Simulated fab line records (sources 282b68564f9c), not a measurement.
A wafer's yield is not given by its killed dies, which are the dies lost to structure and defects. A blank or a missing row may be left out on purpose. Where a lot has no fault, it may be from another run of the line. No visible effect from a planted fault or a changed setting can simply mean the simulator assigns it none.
Comparing a struck lot with a sound one    flow rit-cmos    20 steps out of a route of 202
Sound: these wafers, L196.1, L196.3, L196.5. The struck wafers were L207.3, L207.4, L207.5. Last of all comes the cause.
Per side, at each step with rows, come the tool, then ch with its chambers, and then its first start. Under that, the readings that differ: sound wafers    struck wafers    difference of the means    sigmas: that difference in standard deviations of wafers without a fault.
alike: a reading whose means differ by less than 2 such deviations, as well as words and numbers matching on both sides. not compared: withheld readings; readings where some wafer has no value; bounds like >300 that might hide an equal value; numbers whose values overlap and for which the record gives no deviation.
Wherever a step has rows on one side only, a row that says differs or no value, or a row with sigmas, the two part there. Numbers that don't overlap but have no deviation are shown without sigmas and don't part them. A reading that every wafer of one side lacks parts them only if that side has two wafers or more.

RIT_ACTIVE_BOW_MEAS_00:
  struck on film-metro-02, day 3 17:02; sound on film-metro-02, day 1 10:00
  alike: INCOMING_BOW
then, 1 step without rows for these wafers: RIT_ACTIVE_OXIDATION_01 (target thk 46.8 nm, ox time 3360 s).
RIT_ACTIVE_THK_MEAS_02:
  struck on film-metro-01, day 3 19:20; sound on film-metro-02, day 1 12:03
  alike: ACTIVE_OXIDE_THK
RIT_ACTIVE_CVD_03: deposits Si3N4 from SiH2Cl2/NH3, target thk 150 nm, time 1500 s.
  sound on lpcvd-02 ch 0, day 1 12:07; struck on lpcvd-02 ch 1, day 3 21:23
reading                    sound           struck          difference  sigmas
spike-tc-load-C (C)        828 829 828     838 838 838     +10         +2
zone-power-centre-pct (%)  37.4 37.6 37.6  35.4 35.4 35.4  -2.1        -2
zone-power-source-pct (%)  22.6 22.5 22.6  19.9 19.7 19.6  -2.8        -2
  alike: susceptor-temp-C
RIT_ACTIVE_THK_MEAS_04:
  struck on film-metro-02, day 3 22:50; sound on film-metro-03, day 1 13:32
reading                  sound              struck             difference  sigmas
ACTIVE_NITRIDE_THK (nm)  148.5 147.4 147.1  298.0 299.7 297.9  +150.9      +99 or more
then, 6 steps without rows for these wafers: RIT_ACTIVE_HMDS_05 (prime time 60 s); RIT_ACTIVE_COAT_06 (resist thk 1000 nm); RIT_ACTIVE_SOFTBAKE_07 (time 60 s); RIT_ACTIVE_EXPOSE_08 (exposes mask M1, target cd 1400 nm); RIT_ACTIVE_PEB_09; RIT_ACTIVE_DEVELOP_10 (develop time 50 s).
RIT_ACTIVE_CD_MEAS_11 targets a cd of 1400 nm.
  struck on cd-sem-01, day 4 00:23; sound on cd-sem-02, day 1 14:26
  alike: cd-nm
then, 1 step without rows for these wafers: RIT_ACTIVE_HARDBAKE_12 (time 60 s).
RIT_ACTIVE_ETCH_13: etches Si3N4 in SF6, stops on SiO2, time 210 s, target depth 210 nm.
  sound on rie-diel-01 ch 1,3, day 1 14:43; struck on rie-diel-04 ch 0,2, day 4 00:44
reading                             sound              struck             difference  sigmas
drypump-motor-current-A (A)         5.3 4.8 4.8        6.1 6.1 6.1        +1.1        +2
oes-product-au (a.u.)               0.816 0.826 0.826  1.015 1.010 1.006  +0.188      +13
model.etch.depth-nm (nm)            148.6 147.3 147.1  208.3 214.4 214.6  +64.8       
model.ACTIVE.feature-depth-nm (nm)  148.6 147.3 147.1  208.3 214.4 214.6  +64.8       
  alike: throttle-valve-pct
  not compared: rf-hours-counter-h
RIT_ACTIVE_STRIP_14: strips in O2, time 180 s.
  sound on plasma-asher-04 ch 0, day 1 14:50; struck on plasma-asher-03 ch 0,1, day 4 00:55
  alike: drypump-motor-current-A
  not compared: rf-hours-counter-h
RIT_ACTIVE_CD_MEAS_90 targets a cd of 1400 nm.
  struck on cd-sem-01, day 4 01:04; sound on cd-sem-01, day 1 15:01
  alike: cd-nm
RIT_ACTIVE_CLEAN_15: cleans in SC1, time 600 s.
  sound on wet-bench-01 ch 3, day 1 15:08; struck on wet-bench-04 ch 1, day 4 01:09
reading                                   sound              struck             difference  sigmas
model.Si3N4_of_ACTIVE_CVD_03.thk-nm (nm)  148.2 146.8 146.6  297.5 299.4 297.6  +151.0      
RIT_ACTIVE_CLEAN_16: cleans in dHF, time 30 s.
  sound on wet-bench-02 ch 2, day 1 15:19; struck on wet-bench-01 ch 1, day 4 01:21
reading                                   sound              struck           difference  sigmas
model.Si3N4_of_ACTIVE_CVD_03.thk-nm (nm)  147.7 146.4 146.2  297.1 299 297.2  +151.0      
then, 1 step without rows for these wafers: RIT_ACTIVE_CLEAN_17 (cleans in SC2, time 600 s).
-- the record jumps here: 2 days lie between the struck wafers' starts before and after (it left off in module ACTIVE and takes up again in module M1, whose first step shown is number 202 of the route) --
RIT_M1_PROBE_99:
  struck on prober-02, day 6 04:03; sound on prober-01, day 3 11:02
reading              sound  struck       difference  sigmas
killed-at-front-end  3 8 6  264 264 263  +258        +81
killed-dies          3 8 6  264 264 264  +258        +81
killed-on-rim        1 4 2  70 70 70     +68         +48
  alike: killed-at-contacts, killed-open, killed-short

== WHERE THEY PART ==
First at RIT_ACTIVE_CVD_03; last, within this record, at RIT_M1_PROBE_99.

WHY: what had been put in by the simulator
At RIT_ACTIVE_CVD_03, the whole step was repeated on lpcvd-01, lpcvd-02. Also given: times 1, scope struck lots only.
